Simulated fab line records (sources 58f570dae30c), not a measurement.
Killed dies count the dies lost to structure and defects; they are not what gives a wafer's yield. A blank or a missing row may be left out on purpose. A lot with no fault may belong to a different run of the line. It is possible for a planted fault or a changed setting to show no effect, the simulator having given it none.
A sampling plan put to the test	flow berkeley-cmos170	each of the 31 faults these records tell of, on one fab line, judged from the records of the lots it struck
The line's own looks make up the plan; these are the steps of the route where a gauge or inspection reads the wafer and leaves it unchanged. Where struck wafers have a number at a look and the file lists that look's usual mean and standard deviation on fault-free wafers, the look can be judged. Caught: the struck wafers' mean, at a look after the fault's first step, is 4 or more of those standard deviations (sigma) away from the usual mean. On the tool: the fault's steps, tested the same way using the tool's own readings. If the struck wafers alone have a blank record, or they carry another recipe, that too counts as caught.

== THE FAULTS, as the simulator had put them in ==
1. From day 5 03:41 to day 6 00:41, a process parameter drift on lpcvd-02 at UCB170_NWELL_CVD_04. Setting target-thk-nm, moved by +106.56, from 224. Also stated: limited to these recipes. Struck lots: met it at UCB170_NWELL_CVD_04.
2. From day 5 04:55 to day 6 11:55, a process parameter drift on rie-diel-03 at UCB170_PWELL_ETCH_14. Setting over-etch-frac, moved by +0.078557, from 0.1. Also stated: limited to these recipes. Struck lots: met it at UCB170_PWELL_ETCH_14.
3. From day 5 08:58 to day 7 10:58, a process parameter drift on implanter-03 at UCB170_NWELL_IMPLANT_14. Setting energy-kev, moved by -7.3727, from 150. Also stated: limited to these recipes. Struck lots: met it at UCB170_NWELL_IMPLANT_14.
4. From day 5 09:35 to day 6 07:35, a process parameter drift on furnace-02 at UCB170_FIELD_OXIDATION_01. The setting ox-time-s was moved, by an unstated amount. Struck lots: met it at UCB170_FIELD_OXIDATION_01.
5. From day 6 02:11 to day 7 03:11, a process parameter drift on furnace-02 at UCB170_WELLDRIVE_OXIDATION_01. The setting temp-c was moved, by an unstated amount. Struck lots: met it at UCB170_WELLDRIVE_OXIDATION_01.
6. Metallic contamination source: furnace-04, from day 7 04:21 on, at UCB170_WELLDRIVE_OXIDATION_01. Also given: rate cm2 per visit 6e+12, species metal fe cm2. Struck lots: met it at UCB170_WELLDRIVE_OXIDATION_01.
7. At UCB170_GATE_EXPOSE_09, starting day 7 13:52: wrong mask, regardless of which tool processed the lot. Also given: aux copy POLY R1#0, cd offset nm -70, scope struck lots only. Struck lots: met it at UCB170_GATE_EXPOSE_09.
8. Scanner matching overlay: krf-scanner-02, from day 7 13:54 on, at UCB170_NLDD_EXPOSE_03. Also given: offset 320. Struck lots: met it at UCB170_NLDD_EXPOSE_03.
9. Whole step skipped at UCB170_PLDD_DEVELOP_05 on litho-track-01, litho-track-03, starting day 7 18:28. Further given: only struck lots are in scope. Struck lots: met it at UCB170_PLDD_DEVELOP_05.
10. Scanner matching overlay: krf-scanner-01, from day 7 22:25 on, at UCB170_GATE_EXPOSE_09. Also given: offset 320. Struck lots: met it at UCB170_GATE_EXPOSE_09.
11. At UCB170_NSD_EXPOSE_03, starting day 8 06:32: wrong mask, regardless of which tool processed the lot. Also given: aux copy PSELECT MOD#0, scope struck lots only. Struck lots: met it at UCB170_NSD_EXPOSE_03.
12. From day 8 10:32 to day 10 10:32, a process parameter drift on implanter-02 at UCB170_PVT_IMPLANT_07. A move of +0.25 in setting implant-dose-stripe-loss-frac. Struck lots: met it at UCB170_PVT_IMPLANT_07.
13. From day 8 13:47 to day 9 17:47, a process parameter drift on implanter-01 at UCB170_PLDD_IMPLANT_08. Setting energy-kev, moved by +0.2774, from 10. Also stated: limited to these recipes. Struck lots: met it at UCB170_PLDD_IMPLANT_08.
14. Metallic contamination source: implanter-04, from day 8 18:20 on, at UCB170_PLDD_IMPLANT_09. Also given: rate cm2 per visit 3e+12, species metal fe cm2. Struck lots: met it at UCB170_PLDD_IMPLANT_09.
15. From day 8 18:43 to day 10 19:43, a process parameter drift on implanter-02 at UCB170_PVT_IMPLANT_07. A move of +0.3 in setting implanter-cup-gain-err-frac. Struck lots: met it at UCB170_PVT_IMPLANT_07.
16. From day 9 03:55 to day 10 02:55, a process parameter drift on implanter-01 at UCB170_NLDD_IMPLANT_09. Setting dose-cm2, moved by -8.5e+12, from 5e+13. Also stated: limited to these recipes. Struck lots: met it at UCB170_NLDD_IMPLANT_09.
17. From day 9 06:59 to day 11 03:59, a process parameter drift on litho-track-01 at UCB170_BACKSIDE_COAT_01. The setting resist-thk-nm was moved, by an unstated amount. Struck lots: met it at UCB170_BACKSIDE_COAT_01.
18. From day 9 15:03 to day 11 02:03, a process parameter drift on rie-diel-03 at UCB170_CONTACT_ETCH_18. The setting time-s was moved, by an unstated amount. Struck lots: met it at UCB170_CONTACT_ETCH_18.
19. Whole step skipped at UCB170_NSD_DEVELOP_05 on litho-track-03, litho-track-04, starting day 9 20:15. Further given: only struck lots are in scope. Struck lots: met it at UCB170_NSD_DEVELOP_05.
20. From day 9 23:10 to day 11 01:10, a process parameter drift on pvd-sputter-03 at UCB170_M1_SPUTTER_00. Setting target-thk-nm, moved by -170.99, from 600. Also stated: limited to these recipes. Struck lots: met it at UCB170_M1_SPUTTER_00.
21. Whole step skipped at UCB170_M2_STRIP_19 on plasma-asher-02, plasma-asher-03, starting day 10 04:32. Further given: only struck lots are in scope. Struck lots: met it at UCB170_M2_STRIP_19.
22. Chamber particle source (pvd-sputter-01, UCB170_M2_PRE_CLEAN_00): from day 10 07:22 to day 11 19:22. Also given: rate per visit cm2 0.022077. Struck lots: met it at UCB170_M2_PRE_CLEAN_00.
23. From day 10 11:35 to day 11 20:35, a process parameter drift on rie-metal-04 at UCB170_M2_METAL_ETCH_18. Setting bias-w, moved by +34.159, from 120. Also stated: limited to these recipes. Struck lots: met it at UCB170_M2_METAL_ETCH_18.
24. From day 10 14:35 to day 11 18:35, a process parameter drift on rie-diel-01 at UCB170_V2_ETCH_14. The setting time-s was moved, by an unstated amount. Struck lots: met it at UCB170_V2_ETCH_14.
25. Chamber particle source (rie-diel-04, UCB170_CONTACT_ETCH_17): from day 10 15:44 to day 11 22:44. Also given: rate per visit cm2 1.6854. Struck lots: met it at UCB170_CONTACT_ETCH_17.
26. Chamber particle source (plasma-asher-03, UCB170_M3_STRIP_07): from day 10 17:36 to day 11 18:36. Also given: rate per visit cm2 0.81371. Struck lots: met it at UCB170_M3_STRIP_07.
27. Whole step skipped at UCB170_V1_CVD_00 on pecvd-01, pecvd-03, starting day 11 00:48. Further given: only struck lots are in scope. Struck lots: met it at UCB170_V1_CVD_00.
28. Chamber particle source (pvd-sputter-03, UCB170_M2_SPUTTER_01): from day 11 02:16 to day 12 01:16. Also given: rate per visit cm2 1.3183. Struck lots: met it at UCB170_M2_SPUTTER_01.
29. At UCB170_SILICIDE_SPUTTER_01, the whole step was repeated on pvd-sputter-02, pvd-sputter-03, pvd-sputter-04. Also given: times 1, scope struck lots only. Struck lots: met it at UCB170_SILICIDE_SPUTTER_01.
30. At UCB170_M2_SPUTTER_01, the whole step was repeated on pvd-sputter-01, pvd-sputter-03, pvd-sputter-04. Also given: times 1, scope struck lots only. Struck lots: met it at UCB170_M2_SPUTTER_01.
31. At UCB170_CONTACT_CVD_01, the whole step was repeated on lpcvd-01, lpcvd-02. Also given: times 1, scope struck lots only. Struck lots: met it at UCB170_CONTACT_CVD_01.

== WHAT THE PLAN SAW ==
fault	on the tool itself	first look that catches it	reading, sigma	median hours from its first step to that look	hours from the fault's start to the first struck lot there	judged looks passed uncaught
1	no reading that can be judged	UCB170_NWELL_THK_MEAS_05	NWELL_NITRIDE_THK +64	1.9	8	0
2	only faintly: oes-product-au -2.4 sigma	none of the 2 looks that can be judged after it	-	-	-	2
3	beam-energy-keV -99 or beyond sigma	no look after it can be judged	-	-	-	0
4	under 2 sigma	UCB170_FIELD_THK_MEAS_02	FIELD_OXIDE_THK -12	3.0	11	0
5	spike-tc-load-C -11 sigma	UCB170_WELLDRIVE_THK_MEAS_02	WELLDRIVE_OXIDE_THK -4.6	3.5	7	0
6	under 2 sigma	none of the 7 looks that can be judged after it	-	-	-	7
7	no reading that can be judged	UCB170_GATE_CD_MEAS_12	cd-nm -51	0.7	1	0
8	under 2 sigma	UCB170_NLDD_OVL_MEAS_07	NLDD_OVL +48	1.0	8	0
9	no reading that can be judged	no look after it can be judged	-	-	-	0
10	under 2 sigma	UCB170_GATE_OVL_MEAS_13	GATE_OVL +67	0.8	9	0
11	no reading that can be judged	UCB170_NSD_TW_MEAS_10	NSD_TW -99 or beyond	0.9	1	0
12	under 2 sigma	UCB170_PVT_TW_MEAS_09	PVT_TW -9.5	0.2	5	0
13	beam-energy-keV +93 sigma	no look after it can be judged	-	-	-	0
14	no reading that can be judged	none of the 7 looks that can be judged after it	-	-	-	7
15	faraday-current-uA +16 sigma	UCB170_PVT_TW_MEAS_09	PVT_TW -16	0.2	4	0
16	dose-ions-cm2 -99 or beyond sigma	UCB170_NLDD_TW_MEAS_11	NLDD_TW -4.6	0.2	7	0
17	no reading that can be judged	not the one look that can be judged after it	-	-	-	1
18	run-length-s +99 or beyond sigma	not the one look that can be judged after it	strongest: cd-nm at UCB170_CONTACT_CD_MEAS_90, +3.5	-	-	1
19	no reading that can be judged	no look after it can be judged	-	-	-	0
20	under 2 sigma	UCB170_M1_RS_MEAS_01	M1_AL_RS +35	0.1	7	0
21	no reading that can be judged	not the one look that can be judged after it	-	-	-	1
22	no reading that can be judged	none of the 8 looks that can be judged after it	-	-	-	8
23	bias-w +99 or beyond sigma	not the one look that can be judged after it	-	-	-	1
24	run-length-s -29 sigma	no look after it can be judged	-	-	-	0
25	under 2 sigma	not the one look that can be judged after it	-	-	-	1
26	under 2 sigma	none of the 4 looks that can be judged after it	-	-	-	4
27	the tool's record is blank for the struck wafers	not the one look that can be judged after it	strongest: V1_BOW at UCB170_V1_BOW_MEAS_03, -2.7	-	-	1
28	under 2 sigma	no look after it can be judged	-	-	-	0
29	under 2 sigma	UCB170_SILICIDE_RS_MEAS_02	SILICIDE_TI_RS -31	0.2	-	0
30	under 2 sigma	UCB170_M2_RS_MEAS_02	M2_AL_RS -60	0.4	-	0
31	under 2 sigma	UCB170_CONTACT_THK_MEAS_02	CONTACT_PSG_THK +99 or beyond	5.5	-	0
A dash: the fault is not caught, or the number is missing from these records.

Caught at a look: 14 of 31. Caught on the tool: 9 of 31. By one or the other: 20 of 31.
Caught on the tool alone: faults 3, 13, 18, 23, 24, 27.
Caught at a look alone: faults 1, 4, 7, 8, 10, 11, 12, 20, 29, 30, 31.
Caught by neither: faults 2, 6, 9, 14, 17, 19, 21, 22, 25, 26, 28.

== THINNER SAMPLING ==
In the worst case, this is how late the first struck lot would be measured if the look that catches a fault measured only every second or every third lot, by lot number:
fault	struck lots at that look, in order of time	every lot	every second lot	every third lot
1	L875, L874	8 h	8 h	may miss all 2
4	L295, L296	11 h	11 h	may miss all 2
5	L516, L517, L519, L518	7 h	7 h	7 h
7	L619	1 h	may miss it	may miss it
8	L912, L911, L914, L915	8 h	8 h	may miss all 4
10	L372, L376, L377	9 h	18 h	18 h
11	L169	1 h	may miss it	may miss it
12	L272, L273	5 h	12 h	may miss all 2
15	L899, L902	4 h	21 h	may miss all 2
16	L926, L929	7 h	9 h	may miss all 2
20	L110, L114	7 h	may miss all 2	may miss all 2
Hours: fault start to first struck lot measured. 4 sigma limit: tested on the pooled struck wafers, so a lone lot may be under it. Other struck lots may not be in these records.

== THE LONGEST TIMED WAY FROM STEP TO LOOK ==
In fault 31, a median of 5.5 hours elapses between UCB170_CONTACT_CVD_01 and UCB170_CONTACT_THK_MEAS_02. No look between them can be judged.
